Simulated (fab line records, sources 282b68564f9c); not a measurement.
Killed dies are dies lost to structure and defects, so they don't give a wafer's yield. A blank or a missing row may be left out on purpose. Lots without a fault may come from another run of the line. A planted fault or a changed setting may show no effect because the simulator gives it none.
fab line records | flow rit_cmos
record lots=14 wafers=42 last_day=7
route steps=202 shown NWELL@37 PRETRO@71 CONTACT@168 M1@202
lots that met no fault: from a run of the same line without faults
start_h: hours from the record's first day to the start of the lot's first wafer shown | wait_h: hours since the lot's step before | " the same as in the row above | L1.1+2: a row that stands for several wafers | - no value, or no start given | * or withheld: withheld | < > ~ a bound
route shown NAME@n: a module of which the file shows steps, and the number in the route of the first | usual: mean/standard deviation of fault-free wafers | same: alike in all rows | chamber/n: place in a boat | sites: the reading at each site | _std_site: their standard deviation | _edge_site: outer sites' mean less inner sites' | radius_mm: how far each site lies from the wafer's centre | mask NAME#n: copy n | behind: the tool/chamber that last shaped the wafer | hold: why the lot was held/for how many hours/how that ended | device: the transistor (n, p or np) that didn't switch | end of line: the same wafers' tests at the end of the route | a step without rows: its recipe alone | killed: dies lost to structure and defects at the first sort, not the wafer's yield | map: a wafer's dies, x killed, . not, _ none there
set.NAME: the setting as run; set.NAME@STEP: as run at that earlier step | model.NAME: the simulator's own value behind a step, which no gauge read
steps of the route over a sample of lots; a table a step, a row a wafer
services: from which hour (start_h, from the record's first day; less than 0 if before it) a tool's chamber was out of use, for how many hours, and why
## steps
# step RIT_NWELL_STRIP_09
# recipe chemistry=O2 time_s=180 resist=NOVOLAK platen_temp_c=withheld power_w=500 pressure_mtorr=4000 o2_flow_sccm=4000
# usual drypump_motor_current_A=6.1/0.45
# columns lot.wafer tool chamber start_h wait_h drypump_motor_current_A rf_hours_counter_h
L729.1 plasma_asher-02 0 22.55 0.1 5.3 38
L729.5 " 0 " " 5.3 -
L729.6 " 1 " " 6.5 -
L730.1 plasma_asher-03 0 29.01 0.1 6.5 37
L730.2 " 1 " " 6.3 37
L730.6 " 1 " " 6.3 -
L731.4 plasma_asher-02 1 33.97 0.1 6.5 -
L731.5 " 1 " " 6.5 -
L731.6 " 0 " " 5.2 -
L732.1 plasma_asher-01 1 36.47 0.1 5.9 39
L732.3 " 1 " " 5.9 -
L732.6 " 0 " " 6.3 -
L733.2 plasma_asher-01 1 41.44 0.1 5.9 40
L733.4 " 0 " " 6.3 -
L733.6 " 1 " " 5.9 -
L737.1 plasma_asher-02 0 64.79 0.1 5.3 42
L737.5 " 1 " " 6.5 -
L737.6 " 0 " " 5.3 -
L738.1 plasma_asher-01 0 69.40 0.1 6.3 43
L738.2 " 1 " " 5.9 43
L738.3 " 1 " " 5.9 -
L739.1 plasma_asher-01 0 71.49 0.1 6.3 43
L739.5 " 1 " " 5.9 -
L739.6 " 0 " " 6.3 -
L741.1 plasma_asher-02 1 82.81 0.1 6.4 45
L741.2 " 0 " " 5.3 45
L741.4 " 1 " " 6.5 -
L742.1 plasma_asher-02 0 87.80 0.1 5.3 46
L742.4 " 1 " " 6.5 -
L742.5 " 0 " " 5.3 -
L743.2 plasma_asher-02 0 92.55 0.1 5.3 46
L743.3 " 0 " " 5.3 -
L743.5 " 0 " " 5.3 -
L748.1 plasma_asher-03 0 118.44 0.1 6.5 0
L748.2 " 1 " " 6.3 0
L748.4 " 1 " " 6.3 -
L749.1 plasma_asher-01 1 122.02 0.1 5.9 49
L749.2 " 0 " " 6.3 49
L749.4 " 0 " " 6.3 -
L750.1 plasma_asher-03 0 127.89 0.1 6.5 1
L750.3 " 0 " " 6.4 -
L750.5 " 0 " " 6.5 -
# step RIT_PRETRO_HARDBAKE_07
# recipe resist=NOVOLAK temp_c=140 time_s=120
# usual exhaust_pa=45.0/0.99 heater_power_total_W=52.03/0.065 plate_temp_C=139.98/0.12
# columns lot.wafer tool chamber start_h wait_h exhaust_pa heater_power_total_W plate_temp_C
L729.1 litho_track-02 0 32.62 0.0 44.4 52.07 140.20
L729.5 " 0 " " 44.5 51.97 140.07
L729.6 " 0 " " 44.9 51.98 140.15
L730.1 litho_track-01 0 38.96 0.0 45.0 51.96 140.08
L730.2 " 0 " " 46.9 51.91 139.94
L730.6 " 0 " " 44.5 51.97 140.00
L731.4 litho_track-03 0 45.19 0.2 43.0 52.03 139.98
L731.5 " 0 " " 43.7 52.04 140.03
L731.6 " 0 " " 43.0 51.91 139.84
L732.1 litho_track-02 0 46.40 0.0 43.9 51.97 139.81
L732.3 " 0 " " 45.1 52.14 139.85
L732.6 " 0 " " 45.6 52.03 139.69
L733.2 litho_track-02 0 51.69 0.1 45.7 52.07 140.00
L733.4 " 0 " " 44.1 52.08 139.83
L733.6 " 0 " " 43.8 52.08 139.95
L737.1 litho_track-03 0 75.31 0.0 44.7 52.14 140.12
L737.5 " 0 " " 43.3 52.08 139.87
L737.6 " 0 " " 43.9 52.12 140.01
L738.1 litho_track-03 0 80.26 0.0 46.6 51.93 139.85
L738.2 " 0 " " 45.1 52.03 140.16
L738.3 " 0 " " 46.2 52.05 140.01
L739.1 litho_track-03 0 81.81 0.0 45.9 52.01 139.80
L739.5 " 0 " " 45.3 52.10 139.98
L739.6 " 0 " " 46.1 52.10 139.90
L741.1 litho_track-03 0 92.61 0.0 44.2 52.02 139.93
L741.2 " 0 " " 46.2 52.09 140.02
L741.4 " 0 " " 45.5 52.00 140.10
L742.1 litho_track-02 0 98.45 0.0 44.4 52.09 140.05
L742.4 " 0 " " 44.8 52.13 139.96
L742.5 " 0 " " 44.8 52.01 140.19
L743.2 litho_track-03 0 102.87 0.1 45.2 52.13 139.89
L743.3 " 0 " " 44.8 51.95 139.78
L743.5 " 0 " " 45.1 52.01 139.96
L748.1 litho_track-03 0 129.77 0.0 44.5 53.88 143.98
L748.2 " 0 " " 44.6 53.79 143.52
L748.4 " 0 " " 44.6 53.72 143.73
L749.1 litho_track-03 0 131.92 0.0 44.5 53.78 143.60
L749.2 " 0 " " 43.7 53.81 143.72
L749.4 " 0 " " 44.0 53.75 143.63
L750.1 litho_track-01 0 137.84 0.0 44.6 52.00 139.70
L750.3 " 0 " " 45.0 51.96 139.91
L750.5 " 0 " " 44.7 51.93 139.77
# step RIT_CONTACT_CVD_00
# recipe material=SiO2 target_thk_nm=400 precursor=TEOS temp_c=390 time_s=61 rf_w=400
# usual heater_power_w=316/61
# columns lot.wafer tool chamber start_h wait_h heater_power_w
L729.1 pecvd-02 0 56.68 0.1 288
L729.5 " 0 " " 289
L729.6 " 1 " " 278
L730.1 pecvd-03 0 64.12 0.1 248
L730.2 " 2 " " 294
L730.6 " 2 " " 311
L731.4 pecvd-04 0 67.68 0.0 265
L731.5 " 2 " " 357
L731.6 " 1 " " 242
L732.1 pecvd-02 2 69.76 0.1 379
L732.3 " 1 " " 371
L732.6 " 2 " " 397
L733.2 pecvd-03 1 75.75 0.0 323
L733.4 " 0 " " 278
L733.6 " 2 " " 324
L737.1 pecvd-04 1 97.64 0.1 253
L737.5 " 2 " " 383
L737.6 " 0 " " 324
L738.1 pecvd-02 1 100.92 0.1 298
L738.2 " 2 " " 423
L738.3 " 0 " " 242
L739.1 pecvd-03 0 102.60 0.1 281
L739.5 " 2 " " 335
L739.6 " 0 " " 199
L741.1 pecvd-02 1 112.23 0.1 343
L741.2 " 2 " " 401
L741.4 " 1 " " 346
L742.1 pecvd-03 0 121.48 0.1 281
L742.4 " 0 " " 202
L742.5 " 2 " " 320
L743.2 pecvd-04 0 123.40 0.0 345
L743.3 " 1 " " 290
L743.5 " 1 " " 209
L748.1 pecvd-03 1 150.54 0.1 351
L748.2 " 2 " " 275
L748.4 " 1 " " 361
L749.1 pecvd-04 1 152.42 0.1 224
L749.2 " 0 " " 338
L749.4 " 0 " " 342
L750.1 pecvd-02 0 159.12 0.1 297
L750.3 " 2 " " 442
L750.5 " 2 " " 463
# step RIT_CONTACT_ETCH_11
# recipe target_depth_a=4800 over_etch_frac=0.2 stop_on=TiSi2 chemistry=CHF3/CF4/Ar target=SiO2 CHF3_flow_sccm=50 cf4_flow_sccm=10 Ar_flow_sccm=100 O2_flow_sccm=5 pressure_mtorr=100 rf_w=200 time_s=320
# usual CHF3_flow_sccm=50.01/0.16 drypump_motor_current_A=6.0/0.36 oes_product_au=0.991/0.012 throttle_valve_pct=8.76/0.091
# columns lot.wafer tool chamber start_h wait_h CHF3_flow_sccm drypump_motor_current_A oes_product_au rf_hours_counter_h throttle_valve_pct
L729.1 rie_diel-02 0 58.52 0.1 49.99 5.9 0.996 6 8.84
L729.5 " 0 " " 49.82 5.8 0.986 - 8.83
L729.6 " 1 " " 49.77 6.5 1.004 - 8.75
L730.1 rie_diel-01 0 65.75 0.1 49.94 6.3 0.973 7 8.86
L730.2 " 1 " " 50.03 5.5 0.997 90 8.75
L730.6 " 1 " " 50.33 5.5 1.000 - 8.76
L731.4 rie_diel-02 1 69.04 0.1 50.02 6.5 1.001 132 8.75
L731.5 " 0 " " 50.10 5.8 0.987 - 8.83
L731.6 " 1 " " 49.96 6.5 1.007 - 8.75
L732.1 rie_diel-01 2 71.14 0.1 50.22 6.1 1.007 106 8.61
L732.3 " 1 " " 49.82 5.5 0.999 91 8.76
L732.6 " 0 " " 49.98 6.2 0.971 - 8.88
L733.2 rie_diel-01 2 77.13 0.1 50.00 6.2 1.007 106 8.60
L733.4 " 1 " " 50.03 5.5 1.006 91 8.75
L733.6 " 1 " " 50.07 5.5 0.999 - 8.74
L737.1 rie_diel-01 0 99.36 0.1 50.25 6.3 0.977 8 8.86
L737.5 " 3 " " 50.22 5.9 0.993 - 8.70
L737.6 " 0 " " 50.18 6.2 0.980 - 8.87
L738.1 rie_diel-02 1 102.43 0.1 49.95 6.5 1.001 133 8.75
L738.2 " 3 " " 50.37 6.0 1.000 136 8.91
L738.3 " 0 " " 49.81 5.8 0.983 7 8.84
L739.1 rie_diel-01 3 104.11 0.1 50.05 5.9 0.979 115 8.70
L739.5 " 0 " " 50.10 6.3 0.974 - 8.87
L739.6 " 3 " " 49.94 5.9 0.993 - 8.69
L741.1 rie_diel-03 0 113.61 0.1 49.82 5.7 0.973 138 8.60
L741.2 " 3 " " 50.12 6.7 1.006 4 8.88
L741.4 " 2 " " 49.90 6.3 0.974 136 8.80
L742.1 rie_diel-01 0 123.09 0.1 50.22 6.2 0.979 9 8.87
L742.4 " 1 " " 49.79 5.5 1.000 91 8.76
L742.5 " 3 " " 50.13 5.9 0.986 - 8.69
L743.2 rie_diel-02 1 124.91 0.1 50.06 6.5 0.996 133 8.75
L743.3 " 0 " " 50.23 5.8 0.982 8 8.83
L743.5 " 0 " " 50.14 5.8 0.986 - 8.80
L748.1 rie_diel-01 3 151.93 0.1 50.26 5.9 0.994 116 8.69
L748.2 " 0 " " 50.23 6.2 0.974 9 8.87
L748.4 " 2 " " 50.04 6.2 0.998 107 8.60
L749.1 rie_diel-02 0 153.80 0.1 49.97 5.8 0.987 8 8.82
L749.2 " 2 " " 49.79 5.6 0.989 73 8.74
L749.4 " 0 " " 50.17 5.8 0.985 - 8.82
L750.1 rie_diel-02 2 160.53 0.1 49.72 5.6 0.991 73 8.75
L750.3 " 0 " " 49.74 5.8 0.981 9 8.82
L750.5 " 2 " " 50.27 5.6 0.998 - 8.75
# step RIT_M1_PROBE_99
# usual killed_at_M0_to_M3=0.0/0.23 killed_at_contacts=0.1/0.34 killed_at_front_end=6.9/2.8 killed_dies=7.1/2.8 killed_open=3.4/1.9 killed_short=3.6/1.7
# same gross_dies=264 killed_at_M4_up=0 killed_at_back_side=0 killed_at_other=0
# columns lot.wafer tool chamber start_h wait_h killed_at_M0_to_M3 killed_at_contacts killed_at_front_end killed_dies killed_open killed_short
L731.4 prober-01 - 74.17 0.2 0 0 8 8 6 2
L731.5 prober-01 - 74.22 0.2 0 0 11 11 6 5
L731.6 prober-01 - 74.27 0.2 0 0 2 2 2 0
L739.1 prober-01 - 109.29 0.1 0 0 6 6 2 4
L739.5 prober-01 - 109.49 0.2 0 1 9 10 6 3
L739.6 prober-01 - 109.54 0.2 1 2 6 9 2 4
L743.2 prober-01 - 130.03 0.1 0 0 4 4 2 2
L743.3 prober-01 - 130.08 0.2 0 0 3 3 2 1
L743.5 prober-01 - 130.18 0.2 0 0 6 6 4 2
L748.1 prober-01 - 156.91 0.1 0 0 9 9 4 5
L748.2 prober-01 - 156.96 0.1 0 0 6 6 4 2
L748.4 prober-01 - 157.06 0.2 0 0 6 6 2 4
L749.1 prober-02 - 158.91 0.1 0 0 10 10 4 6
L749.2 prober-02 - 158.96 0.1 0 0 9 9 4 5
L749.4 prober-02 - 159.06 0.2 0 0 10 10 7 3
L750.1 prober-01 - 165.87 0.1 0 0 5 5 3 2
L750.3 prober-01 - 165.97 0.2 0 0 6 6 1 5
L750.5 prober-01 - 166.07 0.2 0 1 11 12 6 6
# killed by level:class
L731.4 FOX1:geometric_particle:open=2 GATE:geometric_particle:short=2 REOX:geometric_particle:open=2 FOX2:geometric_particle:open=1 GATE:geometric_particle:open=1
L731.5 GATE:geometric_particle:short=3 FOX1:geometric_particle:short=2 REOX:geometric_particle:open=2 FOX1:geometric_particle:open=1 FOX2:geometric_particle:open=1 GATE:geometric_particle:open=1 SILICIDE:geometric_particle:open=1
L731.6 GATE:geometric_particle:open=1 SPACER:geometric_particle:open=1
L739.1 REOX:geometric_particle:short=2 SPACER:geometric_particle:short=2 GATE:geometric_particle:open=1 SPACER:geometric_particle:open=1
L739.5 SPACER:geometric_particle:open=3 FOX2:geometric_particle:open=2 SILICIDE:geometric_particle:short=2 FOX2:geometric_particle:short=1 SILICIDE:geometric_particle:open=1 CONTACT:coat_microbubble_printed=1
L739.6 FOX2:geometric_particle:short=2 CONTACT:coat_microbubble_printed=2 FOX2:geometric_particle:open=1 GATE:geometric_particle:short=1 REOX:geometric_particle:open=1 SILICIDE:geometric_particle:short=1 M1:coat_microbubble_printed=1
L743.2 FOX1:geometric_particle:open=1 FOX2:geometric_particle:short=1 SPACER:geometric_particle:short=1 SPACER:geometric_particle:open=1
L743.3 GATE:geometric_particle:open=1 SPACER:geometric_particle:open=1 SILICIDE:geometric_particle:short=1
L743.5 SPACER:geometric_particle:open=2 FOX1:geometric_particle:short=1 GATE:geometric_particle:open=1 REOX:geometric_particle:short=1 SILICIDE:geometric_particle:open=1
L748.1 GATE:geometric_particle:short=4 GATE:geometric_particle:open=3 FOX2:geometric_particle:short=1 SILICIDE:geometric_particle:open=1
L748.2 GATE:geometric_particle:open=2 GATE:geometric_particle:short=2 FOX1:geometric_particle:open=1 REOX:geometric_particle:open=1
L748.4 SILICIDE:geometric_particle:short=2 FOX2:geometric_particle:open=1 GATE:geometric_particle:short=1 SPACER:geometric_particle:short=1 SPACER:geometric_particle:open=1
L749.1 GATE:geometric_particle:short=3 GATE:geometric_particle:open=2 FOX1:geometric_particle:open=1 FOX1:geometric_particle:short=1 REOX:geometric_particle:short=1 REOX:geometric_particle:open=1 SILICIDE:geometric_particle:short=1
L749.2 FOX2:geometric_particle:short=3 SILICIDE:geometric_particle:open=2 FOX1:geometric_particle:short=1 FOX1:geometric_particle:open=1 GATE:geometric_particle:short=1 REOX:geometric_particle:open=1
L749.4 GATE:geometric_particle:open=4 SPACER:geometric_particle:open=2 SPACER:geometric_particle:short=2 FOX2:geometric_particle:short=1 REOX:geometric_particle:open=1
L750.1 GATE:geometric_particle:open=2 FOX1:geometric_particle:open=1 FOX2:geometric_particle:short=1 GATE:geometric_particle:short=1
L750.3 FOX1:geometric_particle:short=3 SILICIDE:geometric_particle:short=2 GATE:geometric_particle:open=1
L750.5 GATE:geometric_particle:short=4 FOX1:geometric_particle:open=3 FOX1:geometric_particle:short=2 GATE:geometric_particle:open=1 REOX:geometric_particle:open=1 CONTACT:geometric_particle:open=1
## services
# columns tool chamber start_h hours kind
rie_diel-02 - 16.01 0.6 repair
pecvd-02 - 20.38 2.8 pm
rie_diel-02 0 24.28 7.2 repair
pecvd-02 0 37.98 16.4 repair
rie_diel-02 - 37.99 14.6 pm
plasma_asher-02 - 40.67 2.8 pm
plasma_asher-03 - 57.75 28.1 pm
rie_diel-03 - 70.76 10.0 pm
rie_diel-01 - 83.07 0.5 repair
rie_diel-03 0 87.35 15.6 repair
rie_diel-01 - 94.23 0.4 repair
plasma_asher-03 - 105.49 1.6 repair
plasma_asher-03 - 108.75 9.0 pm
plasma_asher-03 0 108.75 9.0 vent_cycle
plasma_asher-03 1 108.75 9.0 vent_cycle
plasma_asher-01 - 111.83 4.1 repair
plasma_asher-03 0 117.75 - clean
plasma_asher-03 1 117.75 - clean
rie_diel-02 3 153.56 17.5 repair
pecvd-03 1 155.43 18.7 repair
pecvd-02 1 156.85 5.3 repair
## key
first_sign step=RIT_PRETRO_HARDBAKE_07 reading=plate_temp_C direction=up sigmas=30 usual=* struck=*
effect step=RIT_PRETRO_HARDBAKE_07 reading=heater_power_total_W direction=up sigmas=27 usual=52.03 struck=53.79
met_at RIT_PRETRO_HARDBAKE_07
struck_lots L748,L749
tester_left_out L748,L749
not_acting_at RIT_NWELL_STRIP_09,RIT_CONTACT_CVD_00,RIT_CONTACT_ETCH_11
onset_between 102.87 129.77
fault kind=process_parameter_drift tool=litho_track-03 chamber=- onset_h=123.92 steps=RIT_PRETRO_HARDBAKE_07 channel=temp_c offset=* shape=step end_h=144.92 acts_in=* stated=*
# tester_left_out: of these lots the tester's yield and bins aren't shown, on N5 and GAA mostly nor the transistor test; their killed dies are dies lost to structure and defects alone, not to doping, threshold or leakage, so they don't give the yield
